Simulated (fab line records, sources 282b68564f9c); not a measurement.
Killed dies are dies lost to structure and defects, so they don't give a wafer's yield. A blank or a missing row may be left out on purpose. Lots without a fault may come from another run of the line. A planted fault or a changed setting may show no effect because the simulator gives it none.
fab line records | flow rit_cmos
record lots=14 wafers=42 last_day=8
route steps=202 shown NRETRO@61 GATE@92 SILICIDE@163 M1@202
lots that met no fault: from a run of the same line without faults
start_h: hours from the record's first day to the start of the lot's first wafer shown | wait_h: hours since the lot's step before | " the same as in the row above | L1.1+2: a row that stands for several wafers | - no value, or no start given | * or withheld: withheld | < > ~ a bound
route shown NAME@n: a module of which the file shows steps, and the number in the route of the first | usual: mean/standard deviation of fault-free wafers | same: alike in all rows | chamber/n: place in a boat | sites: the reading at each site | _std_site: their standard deviation | _edge_site: outer sites' mean less inner sites' | radius_mm: how far each site lies from the wafer's centre | mask NAME#n: copy n | behind: the tool/chamber that last shaped the wafer | hold: why the lot was held/for how many hours/how that ended | device: the transistor (n, p or np) that didn't switch | end of line: the same wafers' tests at the end of the route | a step without rows: its recipe alone | killed: dies lost to structure and defects at the first sort, not the wafer's yield | map: a wafer's dies, x killed, . not, _ none there
set.NAME: the setting as run; set.NAME@STEP: as run at that earlier step | model.NAME: the simulator's own value behind a step, which no gauge read
steps of the route over a sample of lots; a table a step, a row a wafer
services: from which hour (start_h, from the record's first day; less than 0 if before it) a tool's chamber was out of use, for how many hours, and why
## steps
# step RIT_NRETRO_IMPLANT_08
# recipe species=P energy_kev=70 dose_cm2=1e+13 tilt_deg=7
# usual beam_energy_keV=70.001/0.023 faraday_current_uA=31.8/0.67
# columns lot.wafer tool chamber start_h wait_h beam_energy_keV faraday_current_uA
L305.3 implanter-04 0 32.39 0.2 70.008 31.6
L305.4 " 0 " " 69.987 33.6
L305.6 " 0 " " 70.022 33.4
L306.2 implanter-04 0 39.83 0.2 70.044 32.0
L306.4 " 0 " " 70.015 32.2
L306.6 " 0 " " 69.993 31.7
L307.1 implanter-01 0 43.92 0.2 69.988 32.4
L307.3 " 0 " " 69.994 31.5
L307.6 " 0 " " 69.976 33.2
L308.1 implanter-04 0 46.29 0.2 70.010 30.8
L308.3 " 0 " " 70.031 31.2
L308.6 " 0 " " 70.016 31.0
L312.2 implanter-04 0 70.05 0.2 79.100 31.4
L312.3 " 0 " " 79.112 31.3
L312.4 " 0 " " 79.103 32.0
L315.1 implanter-01 0 84.13 0.2 69.974 32.4
L315.3 " 0 " " 69.995 31.7
L315.6 " 0 " " 69.957 32.6
L314.3 implanter-02 0 84.25 0.2 69.977 30.9
L314.4 " 0 " " 69.981 31.9
L314.6 " 0 " " 70.024 32.2
L316.2 implanter-01 0 90.28 0.2 70.001 31.8
L316.3 " 0 " " 69.992 31.9
L316.6 " 0 " " 69.955 31.1
L317.2 implanter-04 0 91.48 0.2 79.065 32.1
L317.3 " 0 " " 79.096 31.6
L317.4 " 0 " " 79.088 31.1
L320.1 implanter-02 0 107.62 0.2 70.029 32.0
L320.3 " 0 " " 70.004 31.0
L320.4 " 0 " " 70.028 32.0
L323.1 implanter-02 0 121.60 0.2 69.991 32.7
L323.4 " 0 " " 69.986 30.9
L323.5 " 0 " " 70.013 31.8
L324.1 implanter-01 0 125.98 0.2 70.025 31.5
L324.2 " 0 " " 70.025 31.6
L324.3 " 0 " " 69.980 32.6
L326.1 implanter-01 0 138.39 0.2 69.987 33.5
L326.3 " 0 " " 70.020 32.2
L326.5 " 0 " " 70.017 31.7
L328.1 implanter-04 0 150.44 0.2 70.002 30.8
L328.2 " 0 " " 69.970 33.4
L328.6 " 0 " " 70.012 32.4
# step RIT_NRETRO_TW_MEAS_10
# usual NRETRO_TW=1046/9
# columns lot.wafer tool chamber start_h wait_h NRETRO_TW
L305.3 film_metro-03 - 32.68 0.1 1041
L305.4 " - " " 1041
L305.6 " - " " 1049
L306.2 film_metro-02 - 40.14 0.1 1052
L306.4 " - " " 1053
L306.6 " - " " 1044
L307.1 film_metro-02 - 44.24 0.1 1047
L307.3 " - " " 1045
L307.6 " - " " 1034
L308.1 film_metro-02 - 46.61 0.1 1042
L308.3 " - " " 1049
L308.6 " - " " 1046
L312.2 film_metro-03 - 70.36 0.1 1074
L312.3 " - " " 1071
L312.4 " - " " 1073
L315.1 film_metro-03 - 84.45 0.1 1038
L315.3 " - " " 1039
L315.6 " - " " 1031
L314.3 film_metro-02 - 84.55 0.1 1040
L314.4 " - " " 1040
L314.6 " - " " 1052
L316.2 film_metro-01 - 90.59 0.1 1067
L316.3 " - " " 1067
L316.6 " - " " 1069
L317.2 film_metro-03 - 91.79 0.1 1065
L317.3 " - " " 1064
L317.4 " - " " 1067
L320.1 film_metro-01 - 107.94 0.1 1064
L320.3 " - " " 1068
L320.4 " - " " 1061
L323.1 film_metro-03 - 121.93 0.1 1050
L323.4 " - " " 1045
L323.5 " - " " 1045
L324.1 film_metro-03 - 126.30 0.1 1045
L324.2 " - " " 1047
L324.3 " - " " 1036
L326.1 film_metro-03 - 138.71 0.1 1035
L326.3 " - " " 1048
L326.5 " - " " 1044
L328.1 film_metro-03 - 150.77 0.1 1039
L328.2 " - " " 1045
L328.6 " - " " 1042
# step RIT_GATE_CD_MEAS_16
# recipe target_cd_nm=150
# usual cd_nm=151.1/2.5
# columns lot.wafer tool chamber start_h wait_h cd_nm
L305.3 cd_sem-01 - 40.36 - 149.6
L305.4 " - " " 148.5
L305.6 " - " " 149.3
L306.2 cd_sem-01 - 48.60 - 143.5
L306.4 " - " " 146.7
L306.6 " - " " 142.7
L307.1 cd_sem-02 - 51.79 - 149.0
L307.3 " - " " 150.6
L307.6 " - " " 150.1
L308.1 cd_sem-01 - 53.16 - 152.9
L308.3 " - " " 153.1
L308.6 " - " " 151.1
L312.2 cd_sem-02 - 77.50 - 152.5
L312.3 " - " " 154.4
L312.4 " - " " 153.8
L315.1 cd_sem-01 - 93.00 - 150.6
L315.3 " - " " 149.4
L315.6 " - " " 147.9
L314.3 cd_sem-01 - 95.61 - 152.7
L314.4 " - " " 153.4
L314.6 " - " " 152.8
L316.2 cd_sem-01 - 97.92 - 154.2
L316.3 " - " " 152.6
L316.6 " - " " 154.1
L317.2 cd_sem-01 - 99.66 - 150.6
L317.3 " - " " 151.1
L317.4 " - " " 149.5
L320.1 cd_sem-02 - 114.56 - 152.3
L320.3 " - " " 150.4
L320.4 " - " " 150.3
L323.1 cd_sem-02 - 132.23 - 151.8
L323.4 " - " " 153.7
L323.5 " - " " 152.4
L324.1 cd_sem-02 - 137.04 - 153.0
L324.2 " - " " 153.1
L324.3 " - " " 151.6
L326.1 cd_sem-01 - 152.46 - 151.7
L326.3 " - " " 152.8
L326.5 " - " " 152.3
L328.1 cd_sem-02 - 159.70 - 152.0
L328.2 " - " " 150.9
L328.6 " - " " 153.4
# step RIT_SILICIDE_RS_MEAS_02
# recipe thk_meas_gauge=four-point-probe reads=Ti_of_SILICIDE_SPUTTER_01
# usual SILICIDE_TI_RS=47.7/0.43
# columns lot.wafer tool chamber start_h wait_h SILICIDE_TI_RS[ohm/sq]
L305.3 film_metro-04 - 55.03 0.1 47.7
L305.4 " - " " 48.2
L305.6 " - " " 47.7
L306.2 film_metro-03 - 62.55 0.1 47.3
L306.4 " - " " 47.6
L306.6 " - " " 47.7
L307.1 film_metro-02 - 67.31 0.1 47.5
L307.3 " - " " 47.3
L307.6 " - " " 47.5
L308.1 film_metro-03 - 68.88 0.1 48.1
L308.3 " - " " 47.6
L308.6 " - " " 48.2
L312.2 film_metro-04 - 91.35 0.1 47.5
L312.3 " - " " 47.4
L312.4 " - " " 47.5
L315.1 film_metro-03 - 107.53 0.1 47.9
L315.3 " - " " 48.3
L315.6 " - " " 48.4
L314.3 film_metro-04 - 110.01 0.1 48.4
L314.4 " - " " 47.2
L314.6 " - " " 48.0
L316.2 film_metro-04 - 111.84 0.1 47.9
L316.3 " - " " 47.5
L316.6 " - " " 47.4
L317.2 film_metro-02 - 114.82 0.1 47.6
L317.3 " - " " 47.5
L317.4 " - " " 47.7
L320.1 film_metro-03 - 129.79 0.1 48.2
L320.3 " - " " 48.5
L320.4 " - " " 47.8
L323.1 film_metro-03 - 146.62 0.1 48.0
L323.4 " - " " 48.0
L323.5 " - " " 48.3
L324.1 film_metro-02 - 152.43 0.1 47.3
L324.2 " - " " 46.9
L324.3 " - " " 47.8
L326.1 film_metro-04 - 167.37 0.1 47.9
L326.3 " - " " 48.5
L326.5 " - " " 47.9
L328.1 film_metro-02 - 174.91 0.1 47.5
L328.2 " - " " 47.3
L328.6 " - " " 47.2
# step RIT_SILICIDE_THK_MEAS_03
# recipe thk_meas_gauge=xrf reads=Ti_of_SILICIDE_SPUTTER_01
# usual SILICIDE_TI_THK=30.5/0.32
# columns lot.wafer tool chamber start_h wait_h SILICIDE_TI_THK[nm]
L305.3 film_metro-04 - 55.13 0.1 30.6
L305.4 " - " " 30.3
L305.6 " - " " 30.6
L306.2 film_metro-03 - 62.66 0.1 30.4
L306.4 " - " " 30.3
L306.6 " - " " 30.4
L307.1 film_metro-02 - 67.43 0.1 30.6
L307.3 " - " " 30.8
L307.6 " - " " 30.7
L308.1 film_metro-03 - 69.00 0.1 30.2
L308.3 " - " " 30.3
L308.6 " - " " 30.1
L312.2 film_metro-04 - 91.46 0.1 30.8
L312.3 " - " " 30.8
L312.4 " - " " 30.7
L315.1 film_metro-03 - 107.65 0.1 30.3
L315.3 " - " " 30.0
L315.6 " - " " 29.9
L314.3 film_metro-04 - 110.11 0.1 30.5
L314.4 " - " " 31.2
L314.6 " - " " 30.6
L316.2 film_metro-04 - 111.95 0.1 30.9
L316.3 " - " " 31.0
L316.6 " - " " 31.0
L317.2 film_metro-02 - 114.93 0.1 30.4
L317.3 " - " " 30.6
L317.4 " - " " 30.4
L320.1 film_metro-03 - 129.91 0.1 29.8
L320.3 " - " " 29.9
L320.4 " - " " 30.2
L323.1 film_metro-03 - 146.74 0.1 30.1
L323.4 " - " " 30.1
L323.5 " - " " 30.0
L324.1 film_metro-02 - 152.55 0.1 30.7
L324.2 " - " " 30.7
L324.3 " - " " 30.3
L326.1 film_metro-04 - 167.49 0.1 30.6
L326.3 " - " " 30.5
L326.5 " - " " 30.6
L328.1 film_metro-02 - 175.03 0.1 30.5
L328.2 " - " " 30.4
L328.6 " - " " 30.6
# step RIT_M1_PROBE_99
# usual killed_at_M0_to_M3=0.0/0.12 killed_at_contacts=0.1/0.32 killed_at_front_end=6/3.1 killed_dies=7/3.2 killed_open=3.1/1.9 killed_short=3.5/2.2
# same gross_dies=264 killed_at_M4_up=0 killed_at_back_side=0 killed_at_other=0
# columns lot.wafer tool chamber start_h wait_h killed_at_M0_to_M3 killed_at_contacts killed_at_front_end killed_dies killed_open killed_short
L308.1 prober-01 - 75.97 0.1 0 0 5 5 2 3
L308.3 prober-01 - 76.07 0.2 0 0 4 4 2 2
L308.6 prober-01 - 76.22 0.2 0 1 1 2 2 0
L317.2 prober-02 - 122.07 0.1 0 0 6 6 4 2
L317.3 prober-02 - 122.12 0.2 0 0 11 11 7 4
L317.4 prober-02 - 122.17 0.2 0 0 10 10 2 8
L320.1 prober-01 - 136.64 0.1 0 0 8 8 5 3
L320.3 prober-01 - 136.74 0.2 0 0 4 4 3 1
L320.4 prober-01 - 136.79 0.2 0 0 6 6 5 1
L323.1 prober-02 - 153.35 0.1 0 0 3 3 2 1
L323.4 prober-02 - 153.50 0.2 0 0 3 3 1 2
L323.5 prober-02 - 153.55 0.2 0 0 6 6 4 2
L324.1 prober-01 - 161.76 0.1 0 0 3 3 2 1
L324.2 prober-01 - 161.81 0.1 0 0 3 3 3 0
L324.3 prober-01 - 161.86 0.2 0 0 8 8 4 4
L326.1 prober-02 - 174.28 0.1 0 0 8 8 3 5
L326.3 prober-02 - 174.38 0.2 0 0 9 9 4 5
L326.5 prober-02 - 174.48 0.2 0 0 6 6 2 4
# killed by level:class
L308.1 GATE:geometric_particle:short=2 GATE:geometric_particle:open=1 REOX:geometric_particle:open=1 SPACER:geometric_particle:short=1
L308.3 GATE:geometric_particle:open=1 GATE:geometric_particle:short=1 REOX:geometric_particle:open=1 SPACER:geometric_particle:short=1
L308.6 REOX:geometric_particle:open=1 CONTACT:geometric_particle:open=1
L317.2 GATE:geometric_particle:open=2 REOX:geometric_particle:open=2 FOX1:geometric_particle:short=1 GATE:geometric_particle:short=1
L317.3 GATE:geometric_particle:open=4 GATE:geometric_particle:short=3 FOX1:geometric_particle:short=1 FOX1:geometric_particle:open=1 REOX:geometric_particle:open=1 SILICIDE:geometric_particle:open=1
L317.4 GATE:geometric_particle:short=3 REOX:geometric_particle:short=3 FOX2:geometric_particle:short=2 GATE:geometric_particle:open=1 REOX:geometric_particle:open=1
L320.1 GATE:geometric_particle:open=3 FOX1:geometric_particle:open=1 GATE:geometric_particle:short=1 SPACER:geometric_particle:short=1 SILICIDE:geometric_particle:open=1 SILICIDE:geometric_particle:short=1
L320.3 GATE:geometric_particle:open=2 REOX:geometric_particle:short=1 REOX:geometric_particle:open=1
L320.4 GATE:geometric_particle:open=4 FOX2:geometric_particle:open=1 GATE:geometric_particle:short=1
L323.1 FOX1:geometric_particle:short=1 FOX1:geometric_particle:open=1 REOX:geometric_particle:open=1
L323.4 GATE:geometric_particle:short=2 GATE:geometric_particle:open=1
L323.5 SPACER:geometric_particle:open=2 FOX1:geometric_particle:short=1 FOX1:geometric_particle:open=1 GATE:geometric_particle:short=1 GATE:geometric_particle:open=1
L324.1 ACTIVE:geometric_particle:short=1 FOX2:geometric_particle:open=1 GATE:geometric_particle:open=1
L324.2 GATE:geometric_particle:open=1 REOX:geometric_particle:open=1 SPACER:geometric_particle:open=1
L324.3 GATE:geometric_particle:open=2 FOX1:geometric_particle:short=1 FOX1:geometric_particle:open=1 FOX2:geometric_particle:short=1 GATE:geometric_particle:short=1 SPACER:geometric_particle:open=1 SILICIDE:geometric_particle:short=1
L326.1 GATE:geometric_particle:short=5 GATE:geometric_particle:open=3
L326.3 GATE:geometric_particle:open=4 GATE:geometric_particle:short=3 REOX:geometric_particle:short=2
L326.5 GATE:geometric_particle:short=3 FOX2:geometric_particle:short=1 GATE:geometric_particle:open=1 SPACER:geometric_particle:open=1
## services
# columns tool chamber start_h hours kind
implanter-02 - 65.25 1.1 repair
implanter-01 - 111.06 7.1 pm
implanter-02 - 146.01 7.7 repair
implanter-01 - 146.34 4.8 pm
implanter-02 - 146.70 2.6 repair
## key
first_sign step=RIT_NRETRO_IMPLANT_08 reading=beam_energy_keV direction=up sigmas=99+ usual=70.001 struck=79.094
effect step=RIT_NRETRO_TW_MEAS_10 reading=NRETRO_TW direction=up sigmas=2.6 usual=1046 struck=1069
met_at RIT_NRETRO_IMPLANT_08
struck_lots L312,L317
tester_left_out L312,L317
not_acting_at RIT_GATE_CD_MEAS_16,RIT_SILICIDE_RS_MEAS_02,RIT_SILICIDE_THK_MEAS_03
onset_between 46.29 70.05
fault kind=process_parameter_drift tool=implanter-04 chamber=- onset_h=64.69 steps=RIT_NRETRO_IMPLANT_08 channel=energy_kev offset=9.1 shape=step end_h=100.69 acts_in=these_recipes_only stated=70
# tester_left_out: of these lots the tester's yield and bins aren't shown, on N5 and GAA mostly nor the transistor test; their killed dies are dies lost to structure and defects alone, not to doping, threshold or leakage, so they don't give the yield
